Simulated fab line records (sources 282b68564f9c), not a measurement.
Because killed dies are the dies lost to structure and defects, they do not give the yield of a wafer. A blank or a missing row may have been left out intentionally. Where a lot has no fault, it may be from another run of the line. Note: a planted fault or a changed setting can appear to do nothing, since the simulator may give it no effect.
The tool behind it: which one? / flow ritCmos / 14 lots (42 wafers sampled), 1 step of a 202-step route

## WHAT THE GAUGES SHOWED, per wafer
Not one reading of a measure or inspect step in the record can be checked against a usual standard deviation.

## EACH LOT AND THE TOOL THAT RAN IT (in order: tool; ch and the chambers of the sampled wafers; start)
lot=L538; RIT_PWELL_STRIP_09=plasmaAsher-02 ch 0,1, day 2 00:06
lot=L539; RIT_PWELL_STRIP_09=plasmaAsher-02 ch 0,1, day 2 04:30
lot=L540; RIT_PWELL_STRIP_09=plasmaAsher-02 ch 0,1, day 2 08:37
lot=L541; RIT_PWELL_STRIP_09=plasmaAsher-04 ch 0,1, day 2 13:22
lot=L542; RIT_PWELL_STRIP_09=plasmaAsher-02 ch 0,1, day 2 19:38
lot=L543; RIT_PWELL_STRIP_09=plasmaAsher-02 ch 0,1, day 3 00:18
lot=L546; RIT_PWELL_STRIP_09=plasmaAsher-04 ch 0,1, day 3 14:56
lot=L551; RIT_PWELL_STRIP_09=plasmaAsher-02 ch 0,1, day 4 16:44
lot=L552; RIT_PWELL_STRIP_09=plasmaAsher-02 ch 0,1, day 4 20:29
lot=L556; RIT_PWELL_STRIP_09=plasmaAsher-03 ch 0,1, day 5 17:25
lot=L557; RIT_PWELL_STRIP_09=plasmaAsher-03 ch 0,1, day 5 21:15
lot=L558; RIT_PWELL_STRIP_09=plasmaAsher-03 ch 0,1, day 6 02:22
lot=L559; RIT_PWELL_STRIP_09=plasmaAsher-03 ch 0,1, day 6 07:29
lot=L560; RIT_PWELL_STRIP_09=plasmaAsher-03 ch 0,1, day 6 13:24
- RIT_PWELL_STRIP_09: strips in O2, time 180 s.

## WHAT THE TOOLS THEMSELVES READ (means of the sampled wafers that have a number; where no wafer has one, the mark that the record gives instead)
RIT_PWELL_STRIP_09. Usual: drypumpMotorCurrentA 5.7 A, standard deviation 0.35; o2FlowSccm 4000 sccm, standard deviation 12.
lot=L538; tool=plasmaAsher-02; drypumpMotorCurrentA (A)=6.2; o2FlowSccm (sccm)=3994; flag=
lot=L539; tool=plasmaAsher-02; drypumpMotorCurrentA (A)=6.2; o2FlowSccm (sccm)=3997; flag=
lot=L540; tool=plasmaAsher-02; drypumpMotorCurrentA (A)=6.1; o2FlowSccm (sccm)=3993; flag=
lot=L541; tool=plasmaAsher-04; drypumpMotorCurrentA (A)=5.6; o2FlowSccm (sccm)=3990; flag=
lot=L542; tool=plasmaAsher-02; drypumpMotorCurrentA (A)=6.2; o2FlowSccm (sccm)=4008; flag=
lot=L543; tool=plasmaAsher-02; drypumpMotorCurrentA (A)=6.1; o2FlowSccm (sccm)=3997; flag=
lot=L546; tool=plasmaAsher-04; drypumpMotorCurrentA (A)=5.7; o2FlowSccm (sccm)=4010; flag=
lot=L551; tool=plasmaAsher-02; drypumpMotorCurrentA (A)=6.2; o2FlowSccm (sccm)=4526; flag=OFF
lot=L552; tool=plasmaAsher-02; drypumpMotorCurrentA (A)=6.2; o2FlowSccm (sccm)=4539; flag=OFF
lot=L556; tool=plasmaAsher-03; drypumpMotorCurrentA (A)=5.3; o2FlowSccm (sccm)=4008; flag=
lot=L557; tool=plasmaAsher-03; drypumpMotorCurrentA (A)=5.4; o2FlowSccm (sccm)=4000; flag=
lot=L558; tool=plasmaAsher-03; drypumpMotorCurrentA (A)=5.3; o2FlowSccm (sccm)=3980; flag=
lot=L559; tool=plasmaAsher-03; drypumpMotorCurrentA (A)=5.3; o2FlowSccm (sccm)=3996; flag=
lot=L560; tool=plasmaAsher-03; drypumpMotorCurrentA (A)=5.4; o2FlowSccm (sccm)=4001; flag=

## THE ANSWER, worked out from the rows above alone
Rule: a lot counts as off when the mean over its wafers that have a number is more than 3 standard deviations away from the usual mean. A lot without any number at a reading at which 4 lots or more have one is off too. Where the step has rows for the other lots, those lots are counted as sound. After the gauges, taken in route order, come the tools' own readings; for these a lot's mean is taken, as printed above. The first step at which some lot is off is used, and at that step the reading that is off furthest; a lot without a number counts as furthest.
Off at RIT_PWELL_STRIP_09 (o2FlowSccm): L551, L552.
A tool fits if, at that step or a process step before it, it ran every lot that is off, and no sound lot after the first of them. One fits: plasmaAsher-02 at RIT_PWELL_STRIP_09. Its last sound lot is L543 (day 3 00:18), its first lot that is off L551 (day 4 16:44): a fault that began between those two fits.
On the lots that are off, the tool's own readings at RIT_PWELL_STRIP_09 differ by more than 5 times the standard deviation of the sound lots' means, which bears it out; o2FlowSccm reads 4532 sccm there versus 3998 sccm on the sound lots.

## WHAT THE SIMULATOR HAD PUT IN
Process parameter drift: plasmaAsher-02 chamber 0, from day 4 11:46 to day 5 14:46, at RIT_PWELL_STRIP_09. Setting o2FlowSccm, moved by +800, from 4000. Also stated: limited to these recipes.
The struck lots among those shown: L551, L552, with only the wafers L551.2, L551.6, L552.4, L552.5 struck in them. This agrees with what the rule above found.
